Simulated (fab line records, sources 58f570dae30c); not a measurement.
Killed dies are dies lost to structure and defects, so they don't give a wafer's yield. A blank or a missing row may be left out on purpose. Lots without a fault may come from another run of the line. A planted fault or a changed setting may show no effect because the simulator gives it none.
A struck lot beside a sound one | flow berkeley_cmos170 | 14 steps out of a route of 331
Sound: wafers L207.2, L207.3, L207.4. Struck: wafers L197.2, L197.3, L197.6. The cause comes at the end.
At each step with rows: each side's tool, then ch and its chambers, then its first start. Under that, the readings that differ: sound wafers | struck wafers | difference of the means | sigmas: that difference in standard deviations of wafers without a fault.
alike: readings whose means differ by less than 2 such deviations, and words and numbers that are the same on both sides. not compared: withheld readings, readings that some wafer has no value for, bounds like >300 that may hide the same value, and numbers for which the record gives no deviation and whose values overlap.
The two part at a step that has a row with sigmas, a row that says differs or no value, or rows on one side only. Numbers that don't overlap but have no deviation are shown without sigmas and don't part them. A reading that every wafer of one side lacks parts them only if that side has two wafers or more.

first, 4 steps without rows for these wafers: UCB170_NWELL_WET_ETCH_19 (etches SiO2 in BOE, time 22 s); UCB170_PWELL_CLEAN_00 (cleans in SPM, time 600 s); UCB170_PWELL_CLEAN_01 (cleans in dHF, time 60 s); UCB170_PWELL_OXIDATION_02 (target thk 26.4 nm, ox time 1260 s).
UCB170_PWELL_THK_MEAS_03:
  sound on film_metro-04, day 6 00:23; struck on film_metro-04, day 3 13:11
  alike: PWELL_OXIDE_THK
then, 2 steps without rows for these wafers: UCB170_PWELL_ANNEAL_04 (time 900 s); UCB170_PWELL_CVD_05 (deposits Si3N4 from SiH2Cl2/NH3, target thk 220 nm, time 3300 s).
UCB170_PWELL_THK_MEAS_06:
  sound on film_metro-01, day 6 06:56; struck on film_metro-02, day 3 20:00
  alike: PWELL_NITRIDE_THK
then, 4 steps without rows for these wafers: UCB170_PWELL_HMDS_07 (prime time 60 s); UCB170_PWELL_COAT_08 (resist thk 900 nm); UCB170_PWELL_SOFTBAKE_09 (time 60 s); UCB170_PWELL_EXPOSE_10 (exposes mask PWELL, target cd 3000 nm).
UCB170_PWELL_PEB_11:
  sound on litho_track-04 ch 0, day 6 09:00; struck on litho_track-01, day 3 21:02
  no value came back on the struck wafers for chill_plate_temp_C (C), exhaust_pa (Pa); on the sound wafers chill_plate_temp_C (C) reads 22.88 23.08 22.81
then, 1 step without rows for these wafers: UCB170_PWELL_DEVELOP_12 (develop time 45 s).

WHERE THEY PART
Only at UCB170_PWELL_PEB_11, within this record.

WHY: what the simulator had put in
Skipped step whole: litho_track-01, from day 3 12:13 on, at UCB170_PWELL_PEB_11. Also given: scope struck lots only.
